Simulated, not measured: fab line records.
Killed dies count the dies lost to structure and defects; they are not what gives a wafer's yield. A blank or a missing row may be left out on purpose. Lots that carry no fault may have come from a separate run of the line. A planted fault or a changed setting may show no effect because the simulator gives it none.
fab line records || flow rit_cmos
record: {"lots": 5, "wafers": 23}
route steps=202 shown CONTACT@179 M1@196
start_h: hours from the record's first day to the start of the lot's first wafer shown || wait_h: hours elapsed since this lot's preceding step || " unchanged from the row above || L1.1+2: a row that stands for several wafers || - value missing, or start not given || * or withheld: withheld || < > ~ a bound
route shown NAME@n: NAME is a module with steps in the file, n the number in the route of the first one || usual: the fault-free wafers' mean and standard deviation || same: alike in all rows || chamber/n: place in a boat || sites: the reading at each site || _std_site: the values' standard deviation || _edge_site: mean of outer sites minus mean of inner sites || radius_mm: for every site, how far away it sits from the centre of the wafer || mask NAME#n: copy n || behind: the tool/chamber that last shaped the wafer || hold: reason for holding the lot/hours on hold/outcome of the hold || device: names the non-switching transistor (n, p or np) || end of line: the tests these same wafers got at the end of their route || a step with no rows: only its recipe || killed: dies that structure and defects cost at the first sort, which is not the same as the wafer's yield || map: dies across one wafer; x = killed, . = not, _ = none there
set.NAME: setting as actually run; set.NAME@STEP: the setting as run at that earlier step || model.NAME: the simulator's own value behind a step, which no gauge read
lots with deliberately changed settings; one table per step, one row per wafer
== steps ==
step: RIT_CONTACT_ETCH_11
recipe: {"target_depth_a": 4800, "over_etch_frac": 0.2, "stop_on": "TiSi2", "chemistry": "CHF3/CF4/Ar", "target": "SiO2", "CHF3_flow_sccm": 50, "cf4_flow_sccm": 10, "Ar_flow_sccm": 100, "O2_flow_sccm": 5, "pressure_mtorr": 100, "rf_w": 200, "time_s": 320}
{"lot.wafer": "L074.1", "tool": "rie_diel-02", "chamber": 3, "start_h": 54.65, "wait_h": 0.1, "set.rf_w": 200, "set.develop_time_s@CONTACT_DEVELOP_07": 120, "model.CONTACT.cd_nm": 999.9}
{"lot.wafer": "L074.2", "tool": "rie_diel-02", "chamber": 1, "start_h": 54.65, "wait_h": 0.1, "set.rf_w": 212.8, "set.develop_time_s@CONTACT_DEVELOP_07": 105.4, "model.CONTACT.cd_nm": 991}
{"lot.wafer": "L074.3", "tool": "rie_diel-02", "chamber": 0, "start_h": 54.65, "wait_h": 0.1, "set.rf_w": 212.8, "set.develop_time_s@CONTACT_DEVELOP_07": 120, "model.CONTACT.cd_nm": 1002}
{"lot.wafer": "L074.5", "tool": "rie_diel-02", "chamber": 1, "start_h": 54.65, "wait_h": 0.1, "set.rf_w": 200, "set.develop_time_s@CONTACT_DEVELOP_07": 105.4, "model.CONTACT.cd_nm": 987.8}
{"lot.wafer": "L074.6", "tool": "rie_diel-02", "chamber": 0, "start_h": 54.65, "wait_h": 0.1, "set.rf_w": 212.8, "set.develop_time_s@CONTACT_DEVELOP_07": 105.4, "model.CONTACT.cd_nm": 989.1}
{"lot.wafer": "L075.1", "tool": "rie_diel-04", "chamber": 0, "start_h": 62.67, "wait_h": 0.1, "set.rf_w": 200, "set.develop_time_s@CONTACT_DEVELOP_07": 120, "model.CONTACT.cd_nm": 995.7}
{"lot.wafer": "L075.2", "tool": "rie_diel-04", "chamber": 3, "start_h": 62.67, "wait_h": 0.1, "set.rf_w": 200, "set.develop_time_s@CONTACT_DEVELOP_07": 132.3, "model.CONTACT.cd_nm": 1005}
{"lot.wafer": "L075.4", "tool": "rie_diel-04", "chamber": 1, "start_h": 62.67, "wait_h": 0.1, "set.rf_w": 200, "set.develop_time_s@CONTACT_DEVELOP_07": 132.3, "model.CONTACT.cd_nm": 1003}
{"lot.wafer": "L075.5", "tool": "rie_diel-04", "chamber": 0, "start_h": 62.67, "wait_h": 0.1, "set.rf_w": 221.6, "set.develop_time_s@CONTACT_DEVELOP_07": 120, "model.CONTACT.cd_nm": 996.6}
{"lot.wafer": "L075.6", "tool": "rie_diel-04", "chamber": 3, "start_h": 62.67, "wait_h": 0.1, "set.rf_w": 221.6, "set.develop_time_s@CONTACT_DEVELOP_07": 132.3, "model.CONTACT.cd_nm": 1005}
{"lot.wafer": "L076.2", "tool": "rie_diel-02", "chamber": 3, "start_h": 68.19, "wait_h": 0.1, "set.rf_w": 180.1, "set.develop_time_s@CONTACT_DEVELOP_07": 120, "model.CONTACT.cd_nm": 1002}
{"lot.wafer": "L076.3", "tool": "rie_diel-02", "chamber": 2, "start_h": 68.19, "wait_h": 0.1, "set.rf_w": 200, "set.develop_time_s@CONTACT_DEVELOP_07": 120, "model.CONTACT.cd_nm": 1002}
{"lot.wafer": "L076.4", "tool": "rie_diel-02", "chamber": 1, "start_h": 68.19, "wait_h": 0.1, "set.rf_w": 180.1, "set.develop_time_s@CONTACT_DEVELOP_07": 134, "model.CONTACT.cd_nm": 1010}
{"lot.wafer": "L076.5", "tool": "rie_diel-02", "chamber": 3, "start_h": 68.19, "wait_h": 0.1, "set.rf_w": 200, "set.develop_time_s@CONTACT_DEVELOP_07": 134, "model.CONTACT.cd_nm": 1012}
{"lot.wafer": "L076.6", "tool": "rie_diel-02", "chamber": 0, "start_h": 68.19, "wait_h": 0.1, "set.rf_w": 200, "set.develop_time_s@CONTACT_DEVELOP_07": 134, "model.CONTACT.cd_nm": 1013}
{"lot.wafer": "L080.1+3", "tool": "rie_diel-04", "chamber": "3,1", "start_h": 86.39, "wait_h": 0.1, "set.rf_w": 200, "set.develop_time_s@CONTACT_DEVELOP_07": 120, "model.CONTACT.cd_nm": 1001}
{"lot.wafer": "L080.4+6", "tool": "rie_diel-04", "chamber": "0,3", "start_h": 86.39, "wait_h": 0.1, "set.rf_w": 200, "set.develop_time_s@CONTACT_DEVELOP_07": 115.1, "model.CONTACT.cd_nm": 997.9}
{"lot.wafer": "L080.5", "tool": "rie_diel-04", "chamber": 0, "start_h": 86.39, "wait_h": 0.1, "set.rf_w": 200, "set.develop_time_s@CONTACT_DEVELOP_07": 115.1, "model.CONTACT.cd_nm": 998.1}
{"lot.wafer": "L081.2", "tool": "rie_diel-02", "chamber": 2, "start_h": 90.79, "wait_h": 0.1, "set.rf_w": 200, "set.develop_time_s@CONTACT_DEVELOP_07": 120, "model.CONTACT.cd_nm": 996.2}
{"lot.wafer": "L081.3", "tool": "rie_diel-02", "chamber": 2, "start_h": 90.79, "wait_h": 0.1, "set.rf_w": 200, "set.develop_time_s@CONTACT_DEVELOP_07": 120, "model.CONTACT.cd_nm": 997.6}
{"lot.wafer": "L081.5", "tool": "rie_diel-02", "chamber": 3, "start_h": 90.79, "wait_h": 0.1, "set.rf_w": 200, "set.develop_time_s@CONTACT_DEVELOP_07": 120, "model.CONTACT.cd_nm": 995.2}
step: RIT_CONTACT_STRIP_12
recipe: {"chemistry": "O2", "time_s": 180, "resist": "NOVOLAK", "platen_temp_c": "withheld", "power_w": 500, "pressure_mtorr": 4000, "o2_flow_sccm": 4000}
step: RIT_CONTACT_CD_MEAS_90
recipe: {"target_cd_nm": 1000}
usual: {"cd_nm": "999.8/2.4"}
{"lot.wafer": "L074.1", "tool": "cd_sem-02", "chamber": "-", "start_h": 55.02, "wait_h": 0.1, "set.develop_time_s@CONTACT_DEVELOP_07": 120, "cd_nm": 1000.0}
{"lot.wafer": "L074.2", "tool": "cd_sem-02", "chamber": "-", "start_h": 55.02, "wait_h": 0.1, "set.develop_time_s@CONTACT_DEVELOP_07": 105.4, "cd_nm": 990.9}
{"lot.wafer": "L074.3", "tool": "cd_sem-02", "chamber": "-", "start_h": 55.02, "wait_h": 0.1, "set.develop_time_s@CONTACT_DEVELOP_07": 120, "cd_nm": 1002.1}
{"lot.wafer": "L074.5", "tool": "cd_sem-02", "chamber": "-", "start_h": 55.02, "wait_h": 0.1, "set.develop_time_s@CONTACT_DEVELOP_07": 105.4, "cd_nm": 987.6}
{"lot.wafer": "L074.6", "tool": "cd_sem-02", "chamber": "-", "start_h": 55.02, "wait_h": 0.1, "set.develop_time_s@CONTACT_DEVELOP_07": 105.4, "cd_nm": 989.4}
{"lot.wafer": "L075.1", "tool": "cd_sem-01", "chamber": "-", "start_h": 63.04, "wait_h": 0.1, "set.develop_time_s@CONTACT_DEVELOP_07": 120, "cd_nm": 995.7}
{"lot.wafer": "L075.2", "tool": "cd_sem-01", "chamber": "-", "start_h": 63.04, "wait_h": 0.1, "set.develop_time_s@CONTACT_DEVELOP_07": 132.3, "cd_nm": 1004.7}
{"lot.wafer": "L075.4", "tool": "cd_sem-01", "chamber": "-", "start_h": 63.04, "wait_h": 0.1, "set.develop_time_s@CONTACT_DEVELOP_07": 132.3, "cd_nm": 1002.9}
{"lot.wafer": "L075.5", "tool": "cd_sem-01", "chamber": "-", "start_h": 63.04, "wait_h": 0.1, "set.develop_time_s@CONTACT_DEVELOP_07": 120, "cd_nm": 996.5}
{"lot.wafer": "L075.6", "tool": "cd_sem-01", "chamber": "-", "start_h": 63.04, "wait_h": 0.1, "set.develop_time_s@CONTACT_DEVELOP_07": 132.3, "cd_nm": 1004.9}
{"lot.wafer": "L076.2", "tool": "cd_sem-01", "chamber": "-", "start_h": 68.58, "wait_h": 0.1, "set.develop_time_s@CONTACT_DEVELOP_07": 120, "cd_nm": 1001.5}
{"lot.wafer": "L076.3", "tool": "cd_sem-01", "chamber": "-", "start_h": 68.58, "wait_h": 0.1, "set.develop_time_s@CONTACT_DEVELOP_07": 120, "cd_nm": 1002.4}
{"lot.wafer": "L076.4", "tool": "cd_sem-01", "chamber": "-", "start_h": 68.58, "wait_h": 0.1, "set.develop_time_s@CONTACT_DEVELOP_07": 134, "cd_nm": 1009.6}
{"lot.wafer": "L076.5", "tool": "cd_sem-01", "chamber": "-", "start_h": 68.58, "wait_h": 0.1, "set.develop_time_s@CONTACT_DEVELOP_07": 134, "cd_nm": 1012.3}
{"lot.wafer": "L076.6", "tool": "cd_sem-01", "chamber": "-", "start_h": 68.58, "wait_h": 0.1, "set.develop_time_s@CONTACT_DEVELOP_07": 134, "cd_nm": 1012.9}
{"lot.wafer": "L080.1", "tool": "cd_sem-02", "chamber": "-", "start_h": 86.76, "wait_h": 0.1, "set.develop_time_s@CONTACT_DEVELOP_07": 120, "cd_nm": 1000.7}
{"lot.wafer": "L080.3", "tool": "cd_sem-02", "chamber": "-", "start_h": 86.76, "wait_h": 0.1, "set.develop_time_s@CONTACT_DEVELOP_07": 120, "cd_nm": 1001.2}
{"lot.wafer": "L080.4", "tool": "cd_sem-02", "chamber": "-", "start_h": 86.76, "wait_h": 0.1, "set.develop_time_s@CONTACT_DEVELOP_07": 115.1, "cd_nm": 997.6}
{"lot.wafer": "L080.5", "tool": "cd_sem-02", "chamber": "-", "start_h": 86.76, "wait_h": 0.1, "set.develop_time_s@CONTACT_DEVELOP_07": 115.1, "cd_nm": 998.0}
{"lot.wafer": "L080.6", "tool": "cd_sem-02", "chamber": "-", "start_h": 86.76, "wait_h": 0.1, "set.develop_time_s@CONTACT_DEVELOP_07": 115.1, "cd_nm": 997.9}
{"lot.wafer": "L081.2", "tool": "cd_sem-02", "chamber": "-", "start_h": 91.27, "wait_h": 0.1, "set.develop_time_s@CONTACT_DEVELOP_07": 120, "cd_nm": 996.1}
{"lot.wafer": "L081.3", "tool": "cd_sem-02", "chamber": "-", "start_h": 91.27, "wait_h": 0.1, "set.develop_time_s@CONTACT_DEVELOP_07": 120, "cd_nm": 997.4}
{"lot.wafer": "L081.5", "tool": "cd_sem-02", "chamber": "-", "start_h": 91.27, "wait_h": 0.1, "set.develop_time_s@CONTACT_DEVELOP_07": 120, "cd_nm": 995.3}
step: RIT_M1_METAL_ETCH_12
recipe: {"stop_on": "SiO2", "chemistry": "Cl2/BCl3", "target": "Al", "time_s": 165, "over_etch_frac": 0.5, "pressure_mtorr": 100, "target_depth_a": 6000, "rf_w": 250, "Cl2_flow_sccm": 60, "bcl3_flow_sccm": 50}
{"lot.wafer": "L074.1", "tool": "rie_metal-01", "chamber": 1, "start_h": 57.25, "wait_h": 0.2, "set.rf_w": 250, "model.NOVOLAK_of_M1_COAT_04.thk_nm": 809}
{"lot.wafer": "L074.2", "tool": "rie_metal-01", "chamber": 0, "start_h": 57.25, "wait_h": 0.2, "set.rf_w": 250, "model.NOVOLAK_of_M1_COAT_04.thk_nm": 807.8}
{"lot.wafer": "L074.3", "tool": "rie_metal-01", "chamber": 0, "start_h": 57.25, "wait_h": 0.2, "set.rf_w": 250, "model.NOVOLAK_of_M1_COAT_04.thk_nm": 808.8}
{"lot.wafer": "L074.5", "tool": "rie_metal-01", "chamber": 1, "start_h": 57.25, "wait_h": 0.2, "set.rf_w": 250, "model.NOVOLAK_of_M1_COAT_04.thk_nm": 805.8}
{"lot.wafer": "L074.6", "tool": "rie_metal-01", "chamber": 0, "start_h": 57.25, "wait_h": 0.2, "set.rf_w": 250, "model.NOVOLAK_of_M1_COAT_04.thk_nm": 810.4}
{"lot.wafer": "L075.1", "tool": "rie_metal-03", "chamber": 1, "start_h": 65.27, "wait_h": 0.2, "set.rf_w": 250, "model.NOVOLAK_of_M1_COAT_04.thk_nm": 794.1}
{"lot.wafer": "L075.2", "tool": "rie_metal-03", "chamber": 0, "start_h": 65.27, "wait_h": 0.2, "set.rf_w": 241, "model.NOVOLAK_of_M1_COAT_04.thk_nm": 819.1}
{"lot.wafer": "L075.4", "tool": "rie_metal-03", "chamber": 0, "start_h": 65.27, "wait_h": 0.2, "set.rf_w": 250, "model.NOVOLAK_of_M1_COAT_04.thk_nm": 809.7}
{"lot.wafer": "L075.5", "tool": "rie_metal-03", "chamber": 1, "start_h": 65.27, "wait_h": 0.2, "set.rf_w": 250, "model.NOVOLAK_of_M1_COAT_04.thk_nm": 797.6}
{"lot.wafer": "L075.6", "tool": "rie_metal-03", "chamber": 0, "start_h": 65.27, "wait_h": 0.2, "set.rf_w": 241, "model.NOVOLAK_of_M1_COAT_04.thk_nm": 814.9}
{"lot.wafer": "L076.2", "tool": "rie_metal-01", "chamber": 1, "start_h": 70.98, "wait_h": 0.2, "set.rf_w": 222.9, "model.NOVOLAK_of_M1_COAT_04.thk_nm": 839.3}
{"lot.wafer": "L076.3", "tool": "rie_metal-01", "chamber": 0, "start_h": 70.98, "wait_h": 0.2, "set.rf_w": 250, "model.NOVOLAK_of_M1_COAT_04.thk_nm": 799.2}
{"lot.wafer": "L076.4", "tool": "rie_metal-01", "chamber": 1, "start_h": 70.98, "wait_h": 0.2, "set.rf_w": 250, "model.NOVOLAK_of_M1_COAT_04.thk_nm": 803.6}
{"lot.wafer": "L076.5", "tool": "rie_metal-01", "chamber": 1, "start_h": 70.98, "wait_h": 0.2, "set.rf_w": 222.9, "model.NOVOLAK_of_M1_COAT_04.thk_nm": 839.9}
{"lot.wafer": "L076.6", "tool": "rie_metal-01", "chamber": 0, "start_h": 70.98, "wait_h": 0.2, "set.rf_w": 250, "model.NOVOLAK_of_M1_COAT_04.thk_nm": 801.3}
{"lot.wafer": "L080.1", "tool": "rie_metal-04", "chamber": 1, "start_h": 89.01, "wait_h": 0.2, "set.rf_w": 268.1, "model.NOVOLAK_of_M1_COAT_04.thk_nm": 770.4}
{"lot.wafer": "L080.3", "tool": "rie_metal-04", "chamber": 0, "start_h": 89.01, "wait_h": 0.2, "set.rf_w": 250, "model.NOVOLAK_of_M1_COAT_04.thk_nm": 799}
{"lot.wafer": "L080.4", "tool": "rie_metal-04", "chamber": 1, "start_h": 89.01, "wait_h": 0.2, "set.rf_w": 250, "model.NOVOLAK_of_M1_COAT_04.thk_nm": 791.1}
{"lot.wafer": "L080.5", "tool": "rie_metal-04", "chamber": 0, "start_h": 89.01, "wait_h": 0.2, "set.rf_w": 250, "model.NOVOLAK_of_M1_COAT_04.thk_nm": 800.2}
{"lot.wafer": "L080.6", "tool": "rie_metal-04", "chamber": 1, "start_h": 89.01, "wait_h": 0.2, "set.rf_w": 268.1, "model.NOVOLAK_of_M1_COAT_04.thk_nm": 768.1}
{"lot.wafer": "L081.2", "tool": "rie_metal-03", "chamber": 1, "start_h": 93.62, "wait_h": 0.2, "set.rf_w": 250, "model.NOVOLAK_of_M1_COAT_04.thk_nm": 788.3}
{"lot.wafer": "L081.3", "tool": "rie_metal-03", "chamber": 0, "start_h": 93.62, "wait_h": 0.2, "set.rf_w": 250, "model.NOVOLAK_of_M1_COAT_04.thk_nm": 802.6}
{"lot.wafer": "L081.5", "tool": "rie_metal-03", "chamber": 0, "start_h": 93.62, "wait_h": 0.2, "set.rf_w": 250, "model.NOVOLAK_of_M1_COAT_04.thk_nm": 805.1}
== key ==
split: {"step": "RIT_CONTACT_ETCH_11", "setting": "rf_w", "stated": 200, "by": "wafer"}
response none clear
split: {"step": "RIT_M1_METAL_ETCH_12", "setting": "rf_w", "stated": 250, "by": "wafer"}
response: {"step": "RIT_M1_METAL_ETCH_12", "reading": "model.NOVOLAK_of_M1_COAT_04.thk_nm", "change": -3.68, "per": "1%", "r": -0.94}
split outside_this_file step=RIT_CONTACT_DEVELOP_07 setting=develop_time_s
split outside_this_file: this setting was split too, and the file shows its column; the key of that split is in another file
